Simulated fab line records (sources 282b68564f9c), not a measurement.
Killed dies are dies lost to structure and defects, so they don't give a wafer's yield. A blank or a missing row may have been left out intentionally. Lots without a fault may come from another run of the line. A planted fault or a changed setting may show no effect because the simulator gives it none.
Which tool is to blame?    flow rit-cmos    13 lots, 39 wafers sampled, at 3 steps of a route of 202

== WHAT EACH GAUGE READ, for each wafer ==
RIT_PRETRO_TW_MEAS_10. Usual: for PRETRO_TW the level is 478.7 and the standard deviation is 2.5.
lot   measured     on             PRETRO_TW          flag
L852  day 2 13:35  film-metro-01  475.2 477.1 476.6  
L853  day 2 22:13  film-metro-01  476.9 478.9 477.1  
L855  day 3 05:58  film-metro-01  475.1 475.2 475.1  
L856  day 3 11:51  film-metro-02  478.1 477.9 479.4  
L857  day 3 19:47  film-metro-03  479.4 480.8 480.3  
L858  day 4 00:42  film-metro-01  475.8 478.0 473.9  
L860  day 4 07:58  film-metro-03  480.9 481.9 481.6  
L861  day 4 12:43  film-metro-03  478.7 478.3 478.0  
L864  day 5 06:14  film-metro-03  477.5 479.9 480.5  
L869  day 6 02:49  film-metro-03  475.4 473.4 475.9  
L871  day 6 13:53  film-metro-01  484.7 481.9 479.5  
L872  day 6 17:34  film-metro-01  480.7 479.3 479.4  
L874  day 7 07:11  film-metro-02  479.4 479.7 483.8  

RIT_NSD_OVL_MEAS_06. Usual: for NSD_OVL the level is 0.0 nm and the standard deviation is 1.4.
lot   measured     on          NSD_OVL (nm)    flag
L852  day 3 05:43  overlay-02  -2.1 -0.2 0.4   
L853  day 3 19:03  overlay-01  -0.2 0.5 -0.9   
L855  day 3 22:44  overlay-01  -1.7 -1.4 -1.3  
L856  day 4 05:47  overlay-01  0.1 1.8 1.9     
L857  day 4 13:33  overlay-02  -1.0 -0.4 -0.3  
L858  day 4 16:41  overlay-02  -0.4 -0.3 -1.9  
L861  day 5 05:18  overlay-02  -3.1 -2.1 -2.5  
L864  day 5 22:47  overlay-02  0.0 0.8 0.4     
L869  day 6 22:47  overlay-01  0.6 1.3 1.5     
L871  day 7 06:36  overlay-02  -1.2 0.8 -0.4   
L872  day 7 11:45  overlay-01  1.5 0.6 -0.5    
L874  day 8 01:02  overlay-01  0.0 -2.1 -1.1   

== WHAT TOOL EACH LOT RAN ON (gives the tool, then ch and the chambers of the sampled wafers, and finally the start) ==
lot   RIT_PLDD_STRIP_09
L852  plasma-asher-04 ch 0,1, day 3 01:57
L853  plasma-asher-01 ch 0,1, day 3 15:31
L855  plasma-asher-01 ch 0,1, day 3 19:01
L856  plasma-asher-02 ch 0,1, day 4 02:00
L857  plasma-asher-02 ch 0,1, day 4 09:56
L858  plasma-asher-04 ch 0, day 4 12:37
L860  plasma-asher-02 ch 1, day 4 22:00
L861  plasma-asher-01 ch 0,1, day 5 01:46
L864  plasma-asher-04 ch 0,1, day 5 19:12
L869  plasma-asher-04 ch 0,1, day 6 19:04
L871  plasma-asher-02 ch 0,1, day 7 02:46
L872  plasma-asher-04 ch 0,1, day 7 08:10
L874  plasma-asher-02 ch 0,1, day 7 21:06
- RIT_PLDD_STRIP_09: strips in O2, time 180 s.

== WHAT THE TOOLS THEMSELVES READ (means of the sampled wafers that have a number; where no wafer has one, the mark that the record gives instead) ==
RIT_PLDD_STRIP_09. Usual: drypump-motor-current-A 5.69 A, standard deviation 0.29; run-length-s 208.2 s, standard deviation 0.47.
lot   tool             drypump-motor-current-A (A)  run-length-s (s)  flag
L852  plasma-asher-04  5.71                         208.1             
L853  plasma-asher-01  5.76                         208.1             
L855  plasma-asher-01  5.74                         208.2             
L856  plasma-asher-02  5.52                         208.5             
L857  plasma-asher-02  5.52                         208.6             
L858  plasma-asher-04  5.97                         208.2             
L860  plasma-asher-02  5.35                         72.1              OFF
L861  plasma-asher-01  5.48                         208.3             
L864  plasma-asher-04  5.71                         208.0             
L869  plasma-asher-04  5.71                         207.9             
L871  plasma-asher-02  5.51                         208.5             
L872  plasma-asher-04  5.85                         207.8             
L874  plasma-asher-02  5.65                         209.2             

== THE ANSWER, worked out from the rows above alone ==
Rule: a lot is off if the mean of its wafers that have a number lies more than 3 standard deviations from the usual mean. A lot without any number at a reading at which 4 lots or more have one is off too. All remaining lots with rows at the step are treated as sound. First the gauges in route order, then the tools' own readings, where a lot's mean is used as printed above. At the first step where some lot is off, the reading lying furthest off is the one used; lots without a number count as furthest.
Off, at RIT_PLDD_STRIP_09 on run-length-s: L860.
A tool fits if, at that step or a process step before it, it ran every lot that is off, and no sound lot after the first of them. None of those tried fits.

== WHAT THE SIMULATOR PUT IN ==
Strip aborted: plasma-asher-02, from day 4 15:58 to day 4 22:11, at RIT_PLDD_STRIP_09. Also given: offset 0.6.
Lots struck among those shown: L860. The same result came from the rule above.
